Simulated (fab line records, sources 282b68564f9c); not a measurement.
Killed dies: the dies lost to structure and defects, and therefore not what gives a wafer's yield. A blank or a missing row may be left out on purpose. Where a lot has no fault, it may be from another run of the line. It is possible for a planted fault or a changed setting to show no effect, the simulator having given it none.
Comparing a struck lot with a sound one || flow rit_cmos || 26 steps out of a route of 202
Sound: wafers L874.2, L874.4, L874.5. The struck wafers were L872.1, L872.3, L872.6. The cause comes at the end.
At each step with rows: each side's tool, then ch and its chambers, then its first start. Under that, the readings that differ: sound wafers || struck wafers || difference of the means || sigmas: that difference in standard deviations of wafers without a fault.
alike: same words and numbers on both sides, and readings whose means sit less than 2 such deviations apart. not compared: any withheld reading, any reading some wafer has no value for, any bound like >300 that may hide the same value, and any number with overlapping values for which the record gives no deviation.
A row with sigmas, a row that says differs or no value, or rows on one side alone: a step with any of these is where the two part. Non-overlapping numbers with no deviation appear without sigmas and do not part them. A reading missing from all wafers of one side parts the sides only when that side holds two or more wafers.

first, 1 step without rows for these wafers: RIT_WELLDRIVE_ANNEAL_00 (time 14700 s).
RIT_WELLDRIVE_RS_MEAS_01: the measuring method here is four-point-probe.
  sound on film_metro-02 at day 4 15:58; struck on film_metro-01 at day 4 05:35
  alike: NWELL_RS
RIT_WELLDRIVE_RS_MEAS_02: the measuring method here is four-point-probe.
  sound on film_metro-02 at day 4 16:05; struck on film_metro-01 at day 4 05:42
  alike: PWELL_RS
then, 6 steps without rows for these wafers: RIT_NRETRO_HMDS_00 (prime time 60 s); RIT_NRETRO_COAT_01 (resist thk 1300 nm); RIT_NRETRO_SOFTBAKE_02 (time 60 s); RIT_NRETRO_EXPOSE_03 (exposes mask M4, target cd 43900 nm); RIT_NRETRO_PEB_04; RIT_NRETRO_DEVELOP_05 (develop time 68 s).
RIT_NRETRO_OVL_MEAS_06:
  sound on overlay-02 at day 4 17:11; struck on overlay-02 at day 4 06:42
{"reading": "NRETRO_OVL (nm)", "sound": "-3.8 -2.4 -3.9", "struck": "3.2 2.1 2.7", "difference": "+6.0", "sigmas": "+4"}
then, 2 steps without rows for these wafers: RIT_NRETRO_HARDBAKE_07 (time 120 s); RIT_NRETRO_IMPLANT_08.
RIT_NRETRO_STRIP_09: strips in O2, time 180 s.
  sound on plasma_asher-01 ch 0,1, day 4 17:37; struck on plasma_asher-01 ch 0,1, day 4 07:08
  no value came back on the struck wafers for chamber_pressure_mTorr (mTorr), drypump_motor_current_A (A); on the sound wafers chamber_pressure_mTorr (mTorr) reads 3992 4001 4002
{"reading": "model.NOVOLAK_of_NRETRO_COAT_01.thk_nm (nm)", "sound": "0 0 0", "struck": "1132 1133 1136", "difference": "+1134", "sigmas": ""}
  not compared: rf_hours_counter_h
RIT_NRETRO_TW_MEAS_10:
  sound on film_metro-01 at day 4 17:49; struck on film_metro-04 at day 4 07:19
  alike: NRETRO_TW
then, 6 steps without rows for these wafers: RIT_PRETRO_HMDS_00 (prime time 60 s); RIT_PRETRO_COAT_01 (resist thk 1300 nm); RIT_PRETRO_SOFTBAKE_02 (time 60 s); RIT_PRETRO_EXPOSE_03 (exposes mask M5, target cd 43700 nm); RIT_PRETRO_PEB_04; RIT_PRETRO_DEVELOP_05 (develop time 68 s).
RIT_PRETRO_OVL_MEAS_06:
  sound on overlay-01 at day 4 18:44; struck on overlay-02 at day 4 08:15
  alike: PRETRO_OVL
then, 2 steps without rows for these wafers: RIT_PRETRO_HARDBAKE_07 (time 120 s); RIT_PRETRO_IMPLANT_08.
RIT_PRETRO_STRIP_09: strips in O2, time 180 s.
  sound on plasma_asher-01 ch 0,1, day 4 19:10; struck on plasma_asher-03 ch 0,1, day 4 08:41
  alike: chamber_pressure_mTorr, drypump_motor_current_A
  not compared: rf_hours_counter_h
RIT_PRETRO_TW_MEAS_10:
  sound on film_metro-04 at day 4 19:22; struck on film_metro-01 at day 4 08:52
{"reading": "PRETRO_TW", "sound": "478.3 477.2 478.4", "struck": "29.9 29.8 29.9", "difference": -448.1, "sigmas": "-99 or more"}
then, 1 step without rows for these wafers: RIT_GATE_WET_ETCH_00 (etches SiO2 in BOE, target depth 56 nm, time 60 s).

## WHERE THEY PART
Earliest at RIT_NRETRO_OVL_MEAS_06; latest, in this record, at RIT_PRETRO_TW_MEAS_10.

WHY: the cause the simulator had injected
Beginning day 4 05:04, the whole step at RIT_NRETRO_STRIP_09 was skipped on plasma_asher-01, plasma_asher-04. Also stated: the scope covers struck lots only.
